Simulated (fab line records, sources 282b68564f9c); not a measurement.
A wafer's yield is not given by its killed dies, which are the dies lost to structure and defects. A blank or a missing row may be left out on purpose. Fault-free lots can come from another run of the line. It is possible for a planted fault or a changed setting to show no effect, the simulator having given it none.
What tool caused it? / flow ritCmos / at 1 step of a route of 202, 13 lots with 39 wafers sampled

== WHAT EACH GAUGE READ, for each wafer ==
No reading from a measuring or inspecting step in the record can be judged against a usual standard deviation.

== WHICH TOOL RAN EACH LOT (tool, then ch and the chambers of the sampled wafers, then the start) ==
lot=L595; RIT_ACTIVE_ETCH_13=rieDiel-03 ch 0,2,3, day 1 14:50
lot=L596; RIT_ACTIVE_ETCH_13=rieDiel-04 ch 0,1,2, day 1 19:50
lot=L598; RIT_ACTIVE_ETCH_13=rieDiel-03 ch 0,1,3, day 2 05:43
lot=L599; RIT_ACTIVE_ETCH_13=rieDiel-01 ch 1,2, day 2 10:50
lot=L601; RIT_ACTIVE_ETCH_13=rieDiel-04 ch 0,2,3, day 2 20:50
lot=L602; RIT_ACTIVE_ETCH_13=rieDiel-03 ch 0,1,3, day 3 01:50
lot=L603; RIT_ACTIVE_ETCH_13=rieDiel-03 ch 0,1,3, day 3 06:54
lot=L605; RIT_ACTIVE_ETCH_13=rieDiel-03 ch 0,1,3, day 3 17:49
lot=L607; RIT_ACTIVE_ETCH_13=rieDiel-01 ch 1,2,3, day 4 02:54
lot=L608; RIT_ACTIVE_ETCH_13=rieDiel-01 ch 2,3, day 4 07:43
lot=L611; RIT_ACTIVE_ETCH_13=rieDiel-01 ch 0,1,3, day 5 00:11
lot=L617; RIT_ACTIVE_ETCH_13=rieDiel-01 ch 0,2, day 6 06:43
lot=L618; RIT_ACTIVE_ETCH_13=rieDiel-03 ch 0,2, day 6 09:50
- RIT_ACTIVE_ETCH_13: etches Si3N4 in SF6, stops on SiO2, time 210 s, target depth 210 nm.

== WHAT THE TOOLS THEMSELVES READ (means of the sampled wafers that have a number; where no wafer has one, the mark that the record gives instead) ==
RIT_ACTIVE_ETCH_13.
lot=L595; tool=rieDiel-03; drypumpMotorCurrentA (A)=6.3; oesProductAu (a.u.)=0.831; rfFwdPowerW (W)=124.8; throttleValvePct (%)=7.56
lot=L596; tool=rieDiel-04; drypumpMotorCurrentA (A)=5.7; oesProductAu (a.u.)=0.845; rfFwdPowerW (W)=124.6; throttleValvePct (%)=7.57
lot=L598; tool=rieDiel-03; drypumpMotorCurrentA (A)=6.0; oesProductAu (a.u.)=0.829; rfFwdPowerW (W)=125.0; throttleValvePct (%)=7.63
lot=L599; tool=rieDiel-01; drypumpMotorCurrentA (A)=6.3; oesProductAu (a.u.)=0.818; rfFwdPowerW (W)=124.5; throttleValvePct (%)=7.35
lot=L601; tool=rieDiel-04; drypumpMotorCurrentA (A)=5.6; oesProductAu (a.u.)=0.827; rfFwdPowerW (W)=124.6; throttleValvePct (%)=7.59
lot=L602; tool=rieDiel-03; drypumpMotorCurrentA (A)=6.0; oesProductAu (a.u.)=0.829; rfFwdPowerW (W)=124.7; throttleValvePct (%)=7.63
lot=L603; tool=rieDiel-03; drypumpMotorCurrentA (A)=6.0; oesProductAu (a.u.)=0.834; rfFwdPowerW (W)=124.4; throttleValvePct (%)=7.63
lot=L605; tool=rieDiel-03; drypumpMotorCurrentA (A)=6.0; oesProductAu (a.u.)=0.833; rfFwdPowerW (W)=124.2; throttleValvePct (%)=7.63
lot=L607; tool=rieDiel-01; drypumpMotorCurrentA (A)=5.9; oesProductAu (a.u.)=0.824; rfFwdPowerW (W)=124.5; throttleValvePct (%)=7.39
lot=L608; tool=rieDiel-01; drypumpMotorCurrentA (A)=5.5; oesProductAu (a.u.)=0.821; rfFwdPowerW (W)=124.5; throttleValvePct (%)=7.41
lot=L611; tool=rieDiel-01; drypumpMotorCurrentA (A)=5.9; oesProductAu (a.u.)=0.813; rfFwdPowerW (W)=124.9; throttleValvePct (%)=7.44
lot=L617; tool=rieDiel-01; drypumpMotorCurrentA (A)=5.5; oesProductAu (a.u.)=0.751; rfFwdPowerW (W)=124.8; throttleValvePct (%)=7.48
lot=L618; tool=rieDiel-03; drypumpMotorCurrentA (A)=6.3; oesProductAu (a.u.)=0.834; rfFwdPowerW (W)=124.6; throttleValvePct (%)=7.60

== THE ANSWER, worked out from the rows above alone ==
Rule: the usual values come from the lots themselves. Put in order of their means at a reading, lots are off if they are a third of the lots or fewer, leave a main group of 4 or more, and stand apart from it by a gap of 3 or more times the standard deviation of the main group's means; of several such gaps the widest counts. A main group whose means are all the same, to the digits that the tables above print for the reading, isn't used. Also off: a lot with no number at a reading for which 4 or more lots have one. Where the step has rows for the other lots, those lots are counted as sound. Order of review: gauges by route order, followed by the tools' own readings, for which a lot's mean as printed above is used. At the first step where some lot is off, the reading lying furthest off is the one used; lots without a number count as furthest.
Off at RIT_ACTIVE_ETCH_13 (oesProductAu): L617. Mean 0.828 a.u. and standard deviation 0.0081 in the main group.
A tool fits if, at that step or a process step before it, it ran every lot that is off, and no sound lot after the first of them. One fits: rieDiel-01 at RIT_ACTIVE_ETCH_13. A fault onset in the window from L611 (day 5 00:11, its last sound lot) to L617 (day 6 06:43, its first lot off) fits.
On the lots that are off, the tool's own readings at RIT_ACTIVE_ETCH_13 differ by more than 5 times the standard deviation of the sound lots' means, which bears it out; oesProductAu reads 0.751 a.u. there versus 0.828 a.u. on the sound lots.

== WHAT THE SIMULATOR PUT IN ==
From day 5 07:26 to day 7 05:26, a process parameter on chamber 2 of rieDiel-01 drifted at RIT_ACTIVE_ETCH_13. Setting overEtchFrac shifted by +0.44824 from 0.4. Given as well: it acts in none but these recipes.
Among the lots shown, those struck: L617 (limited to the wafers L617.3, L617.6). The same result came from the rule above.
